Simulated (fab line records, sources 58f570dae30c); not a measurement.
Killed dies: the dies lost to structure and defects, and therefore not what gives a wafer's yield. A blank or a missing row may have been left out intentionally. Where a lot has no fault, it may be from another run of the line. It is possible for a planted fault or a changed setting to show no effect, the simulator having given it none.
Problem report in the 8D (eight disciplines) form, filled by code ; flow berkeleyCmos170 ; the parts of the form that need people (team, actions taken, sign-off) are left out

1. WHAT WENT WRONG
Across 9 wafers from 3 lots, NSD_OVL at UCB170_NSD_OVL_MEAS_07 averages -223 nm, while fault-free wafers read -3 nm with a standard deviation of 4.6. Measured from the usual mean, that is -48 standard deviations.
The first sign was on wafer L124.4 at day 10 13:56, on overlay-01. The record has a number at this step for 45 wafers belonging to 15 lots. Rule for "out" (also "out of limits"): further than 4 standard deviations from the usual mean. All remaining wafers that have a number are taken as sound.

2. WHAT IT IS, AND WHAT IT ISN'T
question;is;is not
which readings at this step;NSD_OVL;-
which lots;L124, L127, L128;L111, L112, L113, L114, L115, L116, L117, L118, L119, L120, L131, L134
which wafers of those lots;all that have a number;-
read on which gauges;overlay-01, overlay-02;-
when;from day 10 13:56;"up to then (30 sound wafers); but 6 sound wafers of L131, L134 came after"

3. THE SUSPECTS, EACH WITH WHAT RULES IT OUT
Counting: any tool at a process step up to the reading is kept as a suspect provided that every lot that is out went through it and no sound lot did after the first of them.
- ruled out: the gauge at UCB170_NSD_OVL_MEAS_07. Those wafers that are out were read across 2 gauges (overlay-01, overlay-02).
- krfScanner-02 at UCB170_NSD_EXPOSE_03 (exposes mask NSELECT MOD, target cd 1200 nm): kept. It processed each lot that is out, first L124 at day 10 13:26, and no sound lot thereafter; up to then, the last sound lot it processed was L119 at day 9 11:35.
Left after counting: krfScanner-02 at UCB170_NSD_EXPOSE_03.

4. THE CAUSE (what the simulator had put in)
Scanner matching overlay: krfScanner-02, from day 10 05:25 on, at UCB170_NSD_EXPOSE_03. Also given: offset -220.
Counting left only this tool.

5. THE CHAIN OF EFFECTS, in route order
Each row: a reading where the mean over the struck wafers with a number is more than 3 standard deviations away from the usual. Scope: only readings with a usual standard deviation given in the record; hours: median across lots of the time from each lot's start at the first step in this table that gives one to its start at this step; sigmas: change in usual standard deviations.
hours;step;reading;usual;on struck wafers;change;sigmas
0;UCB170_NSD_OVL_MEAS_07;NSD_OVL;-3 nm;-223;-220;-48

6. WHAT WOULD HAVE CAUGHT IT SOONER
Counted from the fault's start at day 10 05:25, it took 9 hours until the first out-of-limits reading at a measuring or inspecting step in this record, taken at day 10 13:56.
Of the lots that are out (3), L127, L128 began UCB170_NSD_EXPOSE_03 on krfScanner-02 after day 10 13:56. A hold on the tool at that time would have spared those 2.
